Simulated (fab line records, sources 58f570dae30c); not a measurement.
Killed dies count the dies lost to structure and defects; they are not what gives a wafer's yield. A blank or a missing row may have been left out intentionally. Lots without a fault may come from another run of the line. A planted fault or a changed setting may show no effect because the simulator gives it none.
Comparing a struck lot with a sound one || flow berkeley_cmos170 || 18 out of 331 route steps
Sound: these wafers, L331.1, L331.2, L331.5. Wafers L320.1, L320.4, L320.5 were the ones struck. At the end, the cause is stated.
Per side, at each step with rows, come the tool, then ch with its chambers, and then its first start. Under that, the readings that differ: sound wafers || struck wafers || difference of the means || sigmas: that difference in standard deviations of wafers without a fault.
alike: readings with means less than 2 such deviations apart, plus words and numbers identical on both sides. not compared: withheld readings, readings lacking a value on some wafer, bounds such as >300 that could conceal the same value, and numbers that have no deviation in the record and whose values overlap.
The two part at a step that has a row with sigmas, a row that says differs or no value, or rows on one side only. Numbers that don't overlap but have no deviation are shown without sigmas and don't part them. A reading missing from all wafers of one side parts the sides only when that side holds two or more wafers.

UCB170_GATE_THK_MEAS_02:
  sound on film_metro-02 at day 12 03:51; struck on film_metro-04 at day 9 05:53
  alike: GATE_OXIDE_THK
then, 2 steps without rows for these wafers: UCB170_GATE_ANNEAL_03 (time 1800 s); UCB170_GATE_CVD_04 (deposits poly-Si from SiH4, time 1440 s, target thk 214 nm).
UCB170_GATE_THK_MEAS_05:
  sound on film_metro-01 at day 12 12:15; struck on film_metro-04 at day 9 17:28
  alike: GATE_POLY_THK
then, 6 steps without rows for these wafers: UCB170_GATE_COAT_06; UCB170_GATE_COAT_07 (resist thk 900 nm); UCB170_GATE_SOFTBAKE_08 (time 60 s); UCB170_GATE_EXPOSE_09 (exposes mask POLY, target cd 350 nm); UCB170_GATE_PEB_10; UCB170_GATE_DEVELOP_11 (develop time 45 s).
UCB170_GATE_CD_MEAS_12: the cd target is 350 nm.
  sound on cd_sem-02 at day 12 13:33; struck on cd_sem-02 at day 9 18:50
  alike: cd_nm
UCB170_GATE_OVL_MEAS_13:
  sound on overlay-02 at day 12 13:40; struck on overlay-02 at day 9 18:58
  alike: GATE_OVL
UCB170_GATE_ETCH_14: etches BARC in N2/H2.
  sound on rie_diel-01 ch 0,1, day 12 13:43; struck on rie_diel-01 ch 1,2, day 9 18:59
  no value came back on the struck wafers for any of 5 readings (bias_w (W), chamber_pressure_mTorr (mTorr) and others); on the sound wafers bias_w (W) reads 99.93 99.77 100.18
UCB170_GATE_ETCH_15: etches poly-Si in HBr/Cl2, stops on SiO2, time 56.3 s, target depth 278.2 nm.
  sound on rie_si-01 ch 0,2, day 12 13:45; struck on rie_si-01 ch 1,3, day 9 19:02
{"reading": "oes_product_au (a.u.)", "sound": "0.810 0.828 0.834", "struck": "0.265 0.275 0.272", "difference": -0.553, "sigmas": -43}
{"reading": "throttle_valve_pct (%)", "sound": "26.1 26.0 26.0", "struck": "26.4 26.9 26.9", "difference": "+0.7", "sigmas": "+2"}
  alike: HBr_flow_sccm, bias_w, drypump_motor_current_A
  not compared: rf_hours_counter_h
UCB170_GATE_STRIP_16: strips in O2.
  sound on plasma_asher-01 ch 0,1, day 12 13:48; struck on plasma_asher-04 ch 0,1, day 9 19:05
  alike: drypump_motor_current_A, oes_product_au
  not compared: rf_hours_counter_h
UCB170_GATE_CD_MEAS_90: the cd target is 350 nm.
  sound on cd_sem-02 at day 12 13:54; struck on cd_sem-01 at day 9 19:11
{"reading": "cd_nm (nm)", "sound": "351.4 352.2 352.1", "struck": "- - -", "difference": "no value on the struck wafers", "sigmas": ""}
then, 1 step without rows for these wafers: UCB170_GATE_CLEAN_17 (cleans in SPM, time 600 s).
UCB170_M3_PROBE_99:
  only the struck wafers here have rows in the record (prober-01, day 11 13:15); the sound ones have none

WHERE THEY PART
Earliest at UCB170_GATE_ETCH_14; latest, in this record, at UCB170_M3_PROBE_99.

WHY: the cause the simulator had injected
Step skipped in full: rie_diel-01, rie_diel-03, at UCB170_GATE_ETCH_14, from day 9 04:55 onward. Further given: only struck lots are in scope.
